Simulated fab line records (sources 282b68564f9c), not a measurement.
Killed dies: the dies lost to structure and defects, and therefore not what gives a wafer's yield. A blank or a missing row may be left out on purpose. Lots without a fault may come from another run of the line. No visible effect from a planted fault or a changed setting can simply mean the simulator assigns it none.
A struck lot beside a sound one :: flow rit-cmos :: 32 out of 202 route steps
Sound: these wafers, L341.2, L341.3, L341.6. Struck: wafers L350.1, L350.2, L350.6. At the end, the cause is stated.
At each step with rows: each side's tool, then ch and its chambers, then its first start. Under that, the readings that differ: sound wafers :: struck wafers :: difference of the means :: sigmas: that difference in standard deviations of wafers without a fault.
alike: readings with means less than 2 such deviations apart, plus words and numbers identical on both sides. not compared: withheld readings, readings lacking a value on some wafer, bounds such as >300 that could conceal the same value, and numbers that have no deviation in the record and whose values overlap.
The two part at a step that has a row with sigmas, a row that says differs or no value, or rows on one side only. When numbers do not overlap yet have no deviation, they are printed without sigmas and do not part them. A reading missing from all wafers of one side parts the sides only when that side holds two or more wafers.

first, 2 steps without rows for these wafers: RIT_SPACER_CLEAN_02 (cleans in SC2, time 600 s); RIT_SPACER_CVD_03 (deposits Si3N4 from SiH2Cl2/NH3, target thk 250 nm, time 3300 s).
RIT_SPACER_THK_MEAS_04:
  struck on film-metro-04, day 5 18:58; sound on film-metro-04, day 3 20:41
  alike: SPACER_NITRIDE_THK
RIT_SPACER_ETCHBACK_05: etches Si3N4 in SF6/CHF3, stops on SiO2, target depth 250 nm, time 240 s.
  sound on rie-diel-02 ch 0,1,2, day 3 20:44; struck on rie-diel-01 ch 1,3, day 5 19:01
  alike: CHF3_flow_sccm, drypump-motor-current-A, oes-product-au, throttle-valve-pct
  not compared: rf-hours-counter-h
then, 6 steps without rows for these wafers: RIT_NSD_HMDS_00 (prime time 60 s); RIT_NSD_COAT_01 (resist thk 1000 nm); RIT_NSD_SOFTBAKE_02 (time 60 s); RIT_NSD_EXPOSE_03 (exposes mask M9, target cd 40700 nm); RIT_NSD_PEB_04; RIT_NSD_DEVELOP_05 (develop time 50 s).
RIT_NSD_OVL_MEAS_06:
  struck on overlay-01, day 5 20:01; sound on overlay-01, day 3 21:56
reading: NSD_OVL (nm)
sound: 1.1 3.7 3.1
struck: -0.9 -1.5 -2.0
difference: -4.1
sigmas: -3
then, 1 step without rows for these wafers: RIT_NSD_HARDBAKE_07 (time 60 s).
RIT_NSD_IMPLANT_08:
  sound on implanter-01 ch 0, day 3 22:08; struck on implanter-02 ch 0, day 5 20:13
reading: dose-ions-cm2
sound: 1.0004e+15 9.988e+14 1.0003e+15
struck: 7.005e+14 7.009e+14 6.994e+14
difference: -2.996e+14
sigmas: -99 or more

reading: end-station-pressure-torr (Torr)
sound: 8.4e-06 7.4e-06 7.3e-06
struck: 6.6e-06 6.3e-06 6.4e-06
difference: -1.3e-06
sigmas: -4

reading: faraday-current-uA
sound: 3260 3149 2962
struck: 2285 2211 2249
difference: -875
sigmas: -14
RIT_NSD_STRIP_09: strips in O2, time 180 s.
  sound on plasma-asher-03 ch 0,1, day 3 22:16; struck on plasma-asher-01 ch 0,1, day 5 20:22
  alike: drypump-motor-current-A
  not compared: rf-hours-counter-h
RIT_NSD_TW_MEAS_10:
  struck on film-metro-02, day 5 20:52; sound on film-metro-02, day 3 22:26
reading: NSD_TW
sound: 3133 3129 3130
struck: 2867 2873 2881
difference: -257
sigmas: -17
  not compared: hold
then, 5 steps without rows for these wafers: RIT_PSD_COAT_01 (resist thk 1000 nm); RIT_PSD_SOFTBAKE_02 (time 60 s); RIT_PSD_EXPOSE_03 (exposes mask M10, target cd 40900 nm); RIT_PSD_PEB_04; RIT_PSD_DEVELOP_05 (develop time 50 s).
RIT_PSD_OVL_MEAS_06:
  struck on overlay-01, day 6 02:32; sound on overlay-01, day 3 23:29
reading: PSD_OVL (nm)
sound: 1.1 1.3 0.3
struck: -2.0 -2.0 -1.1
difference: -2.6
sigmas: -2
then, 2 steps without rows for these wafers: RIT_PSD_HARDBAKE_07 (time 60 s); RIT_PSD_IMPLANT_08.
RIT_PSD_STRIP_09: strips in O2, time 180 s.
  sound on plasma-asher-04 ch 0, day 3 23:56; struck on plasma-asher-03 ch 0,1, day 6 02:52
  alike: drypump-motor-current-A
  not compared: rf-hours-counter-h
RIT_PSD_TW_MEAS_10:
  struck on film-metro-04, day 6 03:03; sound on film-metro-04, day 4 00:07
  alike: PSD_TW
then, 3 steps without rows for these wafers: RIT_SDANNEAL_CLEAN_00 (cleans in SC1, time 600 s); RIT_SDANNEAL_CLEAN_01 (cleans in dHF, time 30 s); RIT_SDANNEAL_CLEAN_02 (cleans in SC2, time 600 s).
RIT_SDANNEAL_RTA_03: time 5 s.
  sound on rtp-anneal-02 ch 0, day 4 00:32; struck on rtp-anneal-02 ch 0, day 6 03:31
  alike: chamber-o2-ppm, wafer_temp_C_max
RIT_SDANNEAL_RS_MEAS_04: a four-point-probe measurement.
  struck on film-metro-01, day 6 03:34; sound on film-metro-04, day 4 00:37
  alike: PSD_RS
RIT_SDANNEAL_RS_MEAS_05: a four-point-probe measurement.
  struck on film-metro-01, day 6 03:58; sound on film-metro-04, day 4 00:44
reading: NSD_RS (ohm/sq)
sound: 84.94 84.86 84.91
struck: 112.26 112.58 112.09
difference: +27.41
sigmas: +98
  not compared: hold
RIT_M1_PROBE_99:
  the record has rows for the sound wafers here (prober-01, day 4 08:28) and none for the struck ones

## WHERE THEY PART
First at RIT_NSD_OVL_MEAS_06; last, within this record, at RIT_M1_PROBE_99.

WHY: the cause the simulator had injected
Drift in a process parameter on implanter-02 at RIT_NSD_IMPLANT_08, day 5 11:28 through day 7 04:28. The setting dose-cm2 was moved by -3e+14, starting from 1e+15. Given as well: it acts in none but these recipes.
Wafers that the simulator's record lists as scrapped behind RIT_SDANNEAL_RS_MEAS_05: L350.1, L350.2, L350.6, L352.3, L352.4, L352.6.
